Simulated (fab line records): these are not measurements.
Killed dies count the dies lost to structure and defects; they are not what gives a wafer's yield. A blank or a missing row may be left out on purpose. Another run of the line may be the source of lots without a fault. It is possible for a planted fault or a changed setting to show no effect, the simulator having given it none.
Struck lot and sound lot, side by side -- flow rit cmos -- 34 out of 202 route steps
Sound: the wafers L369.2, L369.3, L369.5. The struck wafers were L381.1, L381.2, L381.4. The cause is given at the end.
Order at every step that has rows: each side's tool, ch and its chambers, its first start. Under that, the readings that differ: sound wafers -- struck wafers -- difference of the means -- sigmas: that difference in standard deviations of wafers without a fault.
alike: readings whose means differ by less than 2 such deviations, and words and numbers that are the same on both sides. not compared: withheld readings, readings that some wafer has no value for, bounds like >300 that may hide the same value, and numbers for which the record gives no deviation and whose values overlap.
Wherever a step has rows on one side only, a row that says differs or no value, or a row with sigmas, the two part there. When numbers do not overlap yet have no deviation, they are printed without sigmas and do not part them. A reading missing from all wafers of one side parts the sides only when that side holds two or more wafers.

first, 2 steps without rows for these wafers: RIT_SPACER_CLEAN_02 (cleans in SC2, time 600 s); RIT_SPACER_CVD_03 (deposits Si3N4 from SiH2Cl2/NH3, target thk 250 nm, time 3300 s).
RIT_SPACER_THK_MEAS_04:
  sound on film metro-04, day 4 05:39; struck on film metro-04, day 6 16:18
  alike: SPACER_NITRIDE_THK
RIT_SPACER_ETCHBACK_05: etches Si3N4 in SF6/CHF3, stops on SiO2, target depth 250 nm, time 240 s.
  sound on rie diel-02 ch 0,1,2, day 4 05:42; struck on rie diel-01 ch 1,2,3, day 6 16:22
  alike: SF6_flow_sccm, chamber pressure mTorr, drypump motor current A, oes product au, rf fwd power W, throttle valve pct
  not compared: rf hours counter h
then, 6 steps without rows for these wafers: RIT_NSD_HMDS_00 (prime time 60 s); RIT_NSD_COAT_01 (resist thk 1000 nm); RIT_NSD_SOFTBAKE_02 (time 60 s); RIT_NSD_EXPOSE_03 (exposes mask M9, target cd 40700 nm); RIT_NSD_PEB_04; RIT_NSD_DEVELOP_05 (develop time 50 s).
RIT_NSD_OVL_MEAS_06:
  sound on overlay-02, day 4 06:43; struck on overlay-01, day 6 17:29
  alike: NSD_OVL
then, 1 step without rows for these wafers: RIT_NSD_HARDBAKE_07 (time 60 s).
RIT_NSD_IMPLANT_08:
  sound on implanter-03 ch 0, day 4 06:55; struck on implanter-03 ch 0, day 6 17:41
reading,sound,struck,difference,sigmas
beam on s (s),9.67 10.17 10.29,14.40 14.30 14.13,+4.23,+22
faraday current uA,3226 3073 3049,2175 2200 2233,-913,-15
RIT_NSD_STRIP_09: strips in O2, time 180 s.
  sound on plasma asher-01 ch 0,1, day 4 07:02; struck on plasma asher-03 ch 0,1, day 6 17:50
  alike: chamber pressure mTorr, drypump motor current A
  not compared: rf hours counter h
RIT_NSD_TW_MEAS_10:
  sound on film metro-02, day 4 07:14; struck on film metro-03, day 6 18:00
reading,sound,struck,difference,sigmas
NSD_TW,3110 3093 3089,3392 3389 3406,+298,+11
then, 6 steps without rows for these wafers: RIT_PSD_HMDS_00 (prime time 60 s); RIT_PSD_COAT_01 (resist thk 1000 nm); RIT_PSD_SOFTBAKE_02 (time 60 s); RIT_PSD_EXPOSE_03 (exposes mask M10, target cd 40900 nm); RIT_PSD_PEB_04; RIT_PSD_DEVELOP_05 (develop time 50 s).
RIT_PSD_OVL_MEAS_06:
  sound on overlay-01, day 4 08:08; struck on overlay-01, day 6 19:02
  alike: PSD_OVL
then, 2 steps without rows for these wafers: RIT_PSD_HARDBAKE_07 (time 60 s); RIT_PSD_IMPLANT_08.
RIT_PSD_STRIP_09: strips in O2, time 180 s.
  sound on plasma asher-03 ch 0, day 4 08:28; struck on plasma asher-03 ch 0,1, day 6 19:22
  alike: chamber pressure mTorr, drypump motor current A
  not compared: rf hours counter h
RIT_PSD_TW_MEAS_10:
  sound on film metro-02, day 4 08:39; struck on film metro-03, day 6 19:33
reading,sound,struck,difference,sigmas
PSD_TW,3422 3410 3412,3479 3469 3493,+66,+2
then, 3 steps without rows for these wafers: RIT_SDANNEAL_CLEAN_00 (cleans in SC1, time 600 s); RIT_SDANNEAL_CLEAN_01 (cleans in dHF, time 30 s); RIT_SDANNEAL_CLEAN_02 (cleans in SC2, time 600 s).
RIT_SDANNEAL_RTA_03: time 5 s.
  sound on rtp anneal-02 ch 0, day 4 09:07; struck on rtp anneal-02 ch 0, day 6 20:10
  alike: wafer_temp_C_max
RIT_SDANNEAL_RS_MEAS_04: measurement is done with a four-point probe.
  sound on film metro-03, day 4 09:11; struck on film metro-03, day 6 20:17
reading,sound,struck,difference,sigmas
PSD_RS (ohm/sq),115.90 115.83 115.66,116.77 116.42 116.28,+0.69,+2
RIT_SDANNEAL_RS_MEAS_05: measurement is done with a four-point probe.
  sound on film metro-03, day 4 09:18; struck on film metro-03, day 6 20:24
reading,sound,struck,difference,sigmas
NSD_RS (ohm/sq),84.79 84.31 84.41,64.49 64.47 64.42,-20.04,-69
RIT_SDANNEAL_RS_MEAS_06: measurement is done with a four-point probe.
  sound on film metro-03, day 4 09:25; struck on film metro-03, day 6 20:31
  alike: PLDD_RS
RIT_M1_PROBE_99:
  sound on prober-01, day 4 16:49; struck on prober-01, day 7 03:55
reading,sound,struck,difference,sigmas
model.etest.nmos_0p3.r on ohm um,2123 2130 2137,2011 2009 2041,-110,
model.etest.nmos_0p15.r on ohm um,1112 1112 1102,1027 1025 1048,-75,
model.etest.contact nplus.end ohm um,42.87 40.97 40.94,25.58 25.63 25.97,-15.87,
model.etest.nmos_0p3.drive ua um,231.1 232.4 231,247.2 241.9 240.5,+11.7,
model.etest.npoly line.rs ohm sq,17.11 17.16 17.19,16.9 16.65 16.72,-0.4,
model.etest.nmos_0p15.tox inv nm (nm),4.374 4.357 4.395,4.194 4.219 4.246,-0.156,
  alike: killed at contacts, killed at front end, killed dies, killed on rim, killed open, killed short
  not compared: model.etest.nmos narrow.drive ua um, model.etest.nmos_0p15.junction log10 a um

WHERE THEY PART
Last at RIT_SDANNEAL_RS_MEAS_05 as far as this record goes, first at RIT_NSD_IMPLANT_08. Later steps at which nothing parts them and some readings are alike: RIT_SDANNEAL_RS_MEAS_06, RIT_M1_PROBE_99.

WHY: what the simulator had put in
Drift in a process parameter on implanter-03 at RIT_NSD_IMPLANT_08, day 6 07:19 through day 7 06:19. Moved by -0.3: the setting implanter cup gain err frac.
